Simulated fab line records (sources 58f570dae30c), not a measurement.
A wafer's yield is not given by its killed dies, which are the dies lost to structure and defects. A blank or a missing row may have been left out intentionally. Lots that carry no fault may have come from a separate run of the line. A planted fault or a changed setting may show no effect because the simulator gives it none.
Which tool did it? -- flow berkeley cmos170 -- 14 lots, 42 wafers sampled, at 2 steps of a route of 331

== WHAT EACH GAUGE READ, for each wafer ==
UCB170_V1_THK_MEAS_01. Usual: V1_TEOS_THK typically reads 1994 nm, with standard deviation 26.
lot,measured,on,V1_TEOS_THK (nm),flag
L380,day 8 13:24,film metro-04,1991 2020 2028,
L381,day 8 14:44,film metro-04,1982 1986 1995,
L383,day 8 14:45,film metro-02,1968 2021 1996,
L382,day 8 14:44,film metro-01,1972 1994 2007,
L385,day 9 06:45,film metro-04,2009 2003 1993,
L386,day 10 04:18,film metro-04,2004 2047 2045,
L387,day 10 05:40,film metro-02,2014 2032 2044,
L392,day 10 05:38,film metro-04,1976 1966 1963,
L391,day 10 10:55,film metro-01,1974 1949 1978,
L397,day 11 23:47,film metro-01,1970 1977 2021,
L398,day 12 08:26,film metro-02,1978 2024 1992,
L399,day 13 05:22,film metro-01,1975 1984 1995,
L400,day 13 05:22,film metro-04,1999 2016 2012,
L403,day 13 12:53,film metro-01,1956 1969 2018,

== WHICH TOOL RAN EACH LOT (tool, then ch and the chambers of the sampled wafers, then the start) ==
lot,UCB170_PVT_STRIP_08
L380,"plasma asher-04 ch 0,1, day 6 17:29"
L381,"plasma asher-01 ch 0,1, day 6 17:43"
L383,"plasma asher-04 ch 0,1, day 6 18:01"
L382,"plasma asher-02 ch 0, day 6 18:16"
L385,"plasma asher-02 ch 0,1, day 7 11:37"
L386,"plasma asher-01 ch 0,1, day 8 08:11"
L387,"plasma asher-01 ch 0,1, day 8 08:23"
L392,"plasma asher-01 ch 0,1, day 8 14:07"
L391,"plasma asher-01 ch 0,1, day 8 14:22"
L397,"plasma asher-02 ch 0,1, day 10 02:29"
L398,"plasma asher-04 ch 0,1, day 10 18:29"
L399,"plasma asher-04 ch 0,1, day 11 06:44"
L400,"plasma asher-02 ch 0,1, day 11 06:59"
L403,"plasma asher-02 ch 0,1, day 11 18:36"
- UCB170_PVT_STRIP_08: strips in O2.

== AS READ BY THE TOOLS THEMSELVES (means over the sampled wafers that have a number; for cases with no such wafer, the mark the record gives instead) ==
UCB170_PVT_STRIP_08. Usual: drypump motor current A 5.7 A, standard deviation 0.45; o2 flow sccm 400.1 sccm, standard deviation 1.1; oes product au 0.734 a.u., standard deviation 0.0046; strip time to endpoint s 21.64 s, standard deviation 0.068.
lot,tool,drypump motor current A (A),o2 flow sccm (sccm),oes product au (a.u.),strip time to endpoint s (s),flag
L380,plasma asher-04,5.5,400.3,0.740,21.64,
L381,plasma asher-01,5.7,400.0,0.735,21.60,
L383,plasma asher-04,5.6,400.1,0.733,21.54,
L382,plasma asher-02,5.2,399.4,0.735,21.51,
L385,plasma asher-02,5.7,401.4,0.735,21.74,
L386,plasma asher-01,5.6,399.9,0.732,21.58,
L387,plasma asher-01,5.7,400.1,0.736,21.71,
L392,plasma asher-01,5.6,533.6,0.747,20.95,OFF
L391,plasma asher-01,5.6,534.3,0.752,20.88,OFF
L397,plasma asher-02,6.1,399.9,0.734,21.63,
L398,plasma asher-04,5.5,400.9,0.727,21.61,
L399,plasma asher-04,5.4,399.3,0.737,21.67,
L400,plasma asher-02,5.7,400.5,0.735,21.73,
L403,plasma asher-02,6.1,401.4,0.738,21.69,

== THE ANSWER, worked out from the rows above alone ==
Rule: a lot is off if the mean of its wafers that have a number lies more than 3 standard deviations from the usual mean. A lot without any number at a reading at which 4 lots or more have one is off too. Any other lot the step has rows for is counted as sound. The gauges are gone through in route order, then the tools' own readings, and for those a lot's mean is taken as printed above. The first step at which some lot is off is used, and at that step the reading that is off furthest; a lot without a number counts as furthest.
Off: L392, L391 (UCB170_PVT_STRIP_08, o2 flow sccm).
If a tool, at that step or one of the process steps before it, ran each lot that is off and ran no sound lot following the first of them, it fits. One candidate fits, namely plasma asher-01 at UCB170_PVT_STRIP_08. Its last sound lot is L387 (day 8 08:23), its first lot that is off L392 (day 8 14:07): a fault that began between those two fits.
The tool's own readings at UCB170_PVT_STRIP_08 bear it out: on the lots that are off they differ by more than 5 times the standard deviation of the sound lots' means. o2 flow sccm reads 534.0 sccm there against 400.3 sccm on the sound lots; strip time to endpoint s reads 20.91 s there against 21.64 s on the sound lots.

== WHAT WAS PUT IN BY THE SIMULATOR ==
plasma asher-01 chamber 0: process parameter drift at UCB170_PVT_STRIP_08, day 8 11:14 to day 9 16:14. Setting o2 flow sccm, moved by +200, from 400. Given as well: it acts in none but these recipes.
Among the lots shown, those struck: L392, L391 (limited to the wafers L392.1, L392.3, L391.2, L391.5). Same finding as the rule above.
